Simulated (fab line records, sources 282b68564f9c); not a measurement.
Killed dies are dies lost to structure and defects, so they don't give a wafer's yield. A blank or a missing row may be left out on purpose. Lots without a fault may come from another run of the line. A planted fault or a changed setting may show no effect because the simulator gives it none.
A struck lot beside a sound one | flow rit_cmos | 14 steps out of a route of 202
Sound: wafers L178.1, L178.4, L178.6. Struck: wafers L193.2, L193.4, L193.6. The cause comes at the end.
At each step with rows: each side's tool, then ch and its chambers, then its first start. Under that, the readings that differ: sound wafers | struck wafers | difference of the means | sigmas: that difference in standard deviations of wafers without a fault.
alike: readings whose means differ by less than 2 such deviations, and words and numbers that are the same on both sides. not compared: withheld readings, readings that some wafer has no value for, bounds like >300 that may hide the same value, and numbers for which the record gives no deviation and whose values overlap.
The two part at a step that has a row with sigmas, a row that says differs or no value, or rows on one side only. Numbers that don't overlap but have no deviation are shown without sigmas and don't part them. A reading that every wafer of one side lacks parts them only if that side has two wafers or more.

RIT_CONTACT_CVD_00: deposits SiO2 from TEOS, target thk 400 nm, time 61 s.
  sound on pecvd-03 ch 1,2, day 4 12:07; struck on pecvd-02 ch 0,1, day 7 12:03
  alike: heater_power_w
RIT_CONTACT_THK_MEAS_01:
  sound on film_metro-04, day 4 12:10; struck on film_metro-04, day 7 12:08
  alike: CONTACT_TEOS_THK
then, 2 steps without rows for these wafers: RIT_CONTACT_HMDS_02 (prime time 60 s); RIT_CONTACT_COAT_03 (resist thk 1000 nm).
RIT_CONTACT_SOFTBAKE_04: time 62.23 s.
  sound on litho_track-01 ch 0, day 4 12:32; struck on litho_track-04 ch 0, day 7 12:31
  alike: plate_sensor_t_centre_C, plate_sensor_t_edge_C
then, 3 steps without rows for these wafers: RIT_CONTACT_EXPOSE_05 (exposes mask M11, target cd 1000 nm); RIT_CONTACT_PEB_06; RIT_CONTACT_DEVELOP_07 (develop time 120 s).
RIT_CONTACT_CD_MEAS_08: target cd 1000 nm.
  sound on cd_sem-02, day 4 13:19; struck on cd_sem-02, day 7 13:18
  alike: cd_nm
RIT_CONTACT_OVL_MEAS_09:
  sound on overlay-01, day 4 13:26; struck on overlay-02, day 7 13:25
  alike: CONTACT_OVL
then, 1 step without rows for these wafers: RIT_CONTACT_HARDBAKE_10 (time 60 s).
RIT_CONTACT_ETCH_11: etches SiO2 in CHF3/CF4/Ar, stops on TiSi2, target depth 480 nm, time 320 s.
  sound on rie_diel-01 ch 1,2,3, day 4 13:38; struck on rie_diel-03 ch 0,3, day 7 13:35
  alike: drypump_motor_current_A, oes_product_au, throttle_valve_pct
  not compared: rf_hours_counter_h
RIT_CONTACT_STRIP_12: strips in O2, time 180 s.
  sound on plasma_asher-04 ch 0,1, day 4 13:49; struck on plasma_asher-01 ch 0, day 7 13:47
  no value came back on the struck wafers for chamber_pressure_mTorr (mTorr), drypump_motor_current_A (A); on the sound wafers chamber_pressure_mTorr (mTorr) reads 4003 3993 4001
  reading                                      | sound | struck          | difference | sigmas
  model.NOVOLAK_of_CONTACT_COAT_03.thk_nm (nm) | 0 0 0 | 767.8 772.9 774 | +771.6     |
  not compared: rf_hours_counter_h
RIT_CONTACT_CD_MEAS_90: target cd 1000 nm.
  sound on cd_sem-01, day 4 14:00; struck on cd_sem-02, day 7 13:59
  alike: cd_nm

WHERE THEY PART
Only at RIT_CONTACT_STRIP_12, within this record. Later steps at which nothing parts them and some readings are alike: RIT_CONTACT_CD_MEAS_90.

WHY: what the simulator had put in
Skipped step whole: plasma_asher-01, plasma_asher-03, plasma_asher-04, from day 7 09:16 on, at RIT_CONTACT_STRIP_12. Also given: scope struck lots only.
